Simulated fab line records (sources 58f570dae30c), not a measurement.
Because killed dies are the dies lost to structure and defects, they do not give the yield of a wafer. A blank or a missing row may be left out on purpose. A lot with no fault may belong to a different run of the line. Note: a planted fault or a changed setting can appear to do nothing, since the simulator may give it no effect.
Struck lot and sound lot, side by side || flow berkeley-cmos170 || 15 out of 331 route steps
Sound: these wafers, L397.3, L397.5, L397.6. Wafers L412.1, L412.2, L412.3 were the ones struck. The cause is given at the end.
Order at every step that has rows: each side's tool, ch and its chambers, its first start. Under that, the readings that differ: sound wafers || struck wafers || difference of the means || sigmas: that difference in standard deviations of wafers without a fault.
alike: readings whose means differ by less than 2 such deviations, and words and numbers that are the same on both sides. not compared: withheld readings, readings that some wafer has no value for, bounds like >300 that may hide the same value, and numbers for which the record gives no deviation and whose values overlap.
Wherever a step has rows on one side only, a row that says differs or no value, or a row with sigmas, the two part there. When numbers do not overlap yet have no deviation, they are printed without sigmas and do not part them. A reading missing from all wafers of one side parts the sides only when that side holds two or more wafers.

first, 1 step without rows for these wafers: UCB170_CONTACT_CVD_01 (deposits PSG from SiH4/O2/PH3, target thk 700 nm, time 2820 s).
UCB170_CONTACT_THK_MEAS_02:
  sound on film-metro-01, day 8 03:39; struck on film-metro-02, day 11 16:26
  alike: CONTACT_PSG_THK
then, 3 steps without rows for these wafers: UCB170_CONTACT_HMDS_03 (prime time 60 s); UCB170_CONTACT_COAT_04 (resist thk 900 nm); UCB170_CONTACT_SOFTBAKE_05 (time 60 s).
UCB170_CONTACT_STRIP_06: strips in O2.
  sound on plasma-asher-03 ch 0,1, day 8 04:10; struck on plasma-asher-04 ch 0,1, day 11 16:57
{"reading": "strip-time-to-endpoint-s (s)", "sound": "22.06 22.07 22.04", "struck": "21.91 21.88 21.87", "difference": -0.17, "sigmas": -3}
  alike: chamber-pressure-mTorr, drypump-motor-current-A, oes-product-au
  not compared: rf-hours-counter-h
then, 1 step without rows for these wafers: UCB170_CONTACT_CLEAN_07 (cleans in SPM, time 600 s).
UCB170_CONTACT_RTA_08: time 10 s.
  sound on rtp-anneal-02 ch 0, day 8 04:27; struck on rtp-anneal-01 ch 0, day 11 17:14
  alike: lamp-power-pct, wafer_temp_C_max
then, 4 steps without rows for these wafers: UCB170_CONTACT_COAT_09; UCB170_CONTACT_COAT_10 (resist thk 900 nm); UCB170_CONTACT_SOFTBAKE_11 (time 60 s); UCB170_CONTACT_EXPOSE_12 (exposes mask CONT, target cd 700 nm).
UCB170_CONTACT_PEB_13:
  sound on litho-track-02 ch 0, day 8 05:37; struck on litho-track-01 ch 0, day 11 18:20
{"reading": "heater-power-total-W (W)", "sound": "56.76 56.86 56.82", "struck": "57.24 57.21 57.21", "difference": "+0.41", "sigmas": "+9"}
  alike: exhaust-pa
then, 1 step without rows for these wafers: UCB170_CONTACT_DEVELOP_14 (develop time 45 s).
UCB170_M3_PROBE_99:
  the record has rows for the sound wafers here (prober-02, day 9 03:01) and none for the struck ones

WHERE THEY PART
Last at UCB170_M3_PROBE_99 as far as this record goes, first at UCB170_CONTACT_STRIP_06.

WHY: whatever the simulator had introduced
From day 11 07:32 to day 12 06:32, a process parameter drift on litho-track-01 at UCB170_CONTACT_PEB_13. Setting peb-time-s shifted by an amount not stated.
